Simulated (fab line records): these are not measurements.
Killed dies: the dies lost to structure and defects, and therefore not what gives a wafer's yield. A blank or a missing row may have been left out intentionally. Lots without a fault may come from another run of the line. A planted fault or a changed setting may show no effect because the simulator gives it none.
8D (eight disciplines) problem report, filled in by code | flow rit-cmos | the parts of the form that need people (team, actions taken, sign-off) are left out

## 1. WHAT IS WRONG
ACTIVE_NITRIDE_THK at RIT_ACTIVE_THK_MEAS_04 reads a mean of 102.4 nm on 3 wafers of 1 lot; wafers without a fault read 149.9 nm with a standard deviation of 1.3. Relative to the usual mean, that is a shift of -37 standard deviations.
Earliest sighting: wafer L388.1 on film-metro-03 at day 4 12:19. The record holds 39 wafers of 13 lots with a number at this step. By rule, "out" or "out of limits" means more than 4 standard deviations away from the usual mean. The other wafers with a number count as sound.

## 2. WHAT IT IS AND WHAT IT IS NOT
question                    | is                     | is not
which readings at this step | ACTIVE_NITRIDE_THK     | -
which lots                  | L388                   | L374, L376, L377, L379, L381, L382, L383, L384, L385, L386, L387, L397
which wafers of those lots  | all that have a number | -
read on which gauges        | film-metro-03          | film-metro-02, film-metro-04
when                        | from day 4 12:19       | up to then (33 sound wafers); but 3 sound wafers of L397 came after

## 3. THE SUSPECTS, EACH WITH WHAT RULES IT OUT
Counting: a tool stays on the suspect list if, at a process step up to the reading, it processed all lots that are out and no sound lot following the first of them.
- the gauge at RIT_ACTIVE_THK_MEAS_04 has been ruled out. All the wafers that are out were read on film-metro-03, but those of them that RIT_ACTIVE_ETCH_13 has rows for are out there too, on other tools.
- lpcvd-01 at RIT_ACTIVE_CVD_03 (deposits Si3N4 from SiH2Cl2/NH3, target thk 150 nm, time 1500 s): kept. It ran the lot that is out, L388 (day 4 10:55), and no sound lot after that; its last sound lot up to then is L387 (day 4 07:40).
After counting, what remains is lpcvd-01 at RIT_ACTIVE_CVD_03.

## 4. THE CAUSE (what the simulator had put in)
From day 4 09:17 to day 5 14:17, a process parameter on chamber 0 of lpcvd-01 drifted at RIT_ACTIVE_CVD_03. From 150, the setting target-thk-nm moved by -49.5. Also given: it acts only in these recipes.
This tool alone remained once counting was done.

## 5. THE EFFECT CHAIN, in route order
One row per reading whose mean, taken over the struck wafers that have a number, lies over 3 standard deviations from the usual. Readings are gone through only where the record gives a usual standard deviation; hours: the median, over the lots, of the time from a lot's start at the first step in this table giving one to that lot's start at this step; sigmas: the change measured in usual standard deviations.
hours | step                   | reading            | usual      | on struck wafers | change | sigmas
0     | RIT_ACTIVE_THK_MEAS_04 | ACTIVE_NITRIDE_THK | 149.9 nm   | 102.4            | -47.5  | -37
2     | RIT_ACTIVE_ETCH_13     | oes-product-au     | 0.816 a.u. | 0.672            | -0.144 | -12
Its process steps:
- RIT_ACTIVE_ETCH_13: etches Si3N4 in SF6, stops on SiO2, time 210 s, target depth 210 nm.

## 6. WHAT WOULD HAVE CAUGHT IT SOONER
The first out-of-limits reading at a measuring or inspecting step in this record came at day 4 12:19, 3 hours after the fault's start at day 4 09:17.
By day 4 12:19 the whole set of lots that are out, 1 in number, had already begun RIT_ACTIVE_CVD_03 on lpcvd-01. A hold on the tool at that time would have spared none of them.
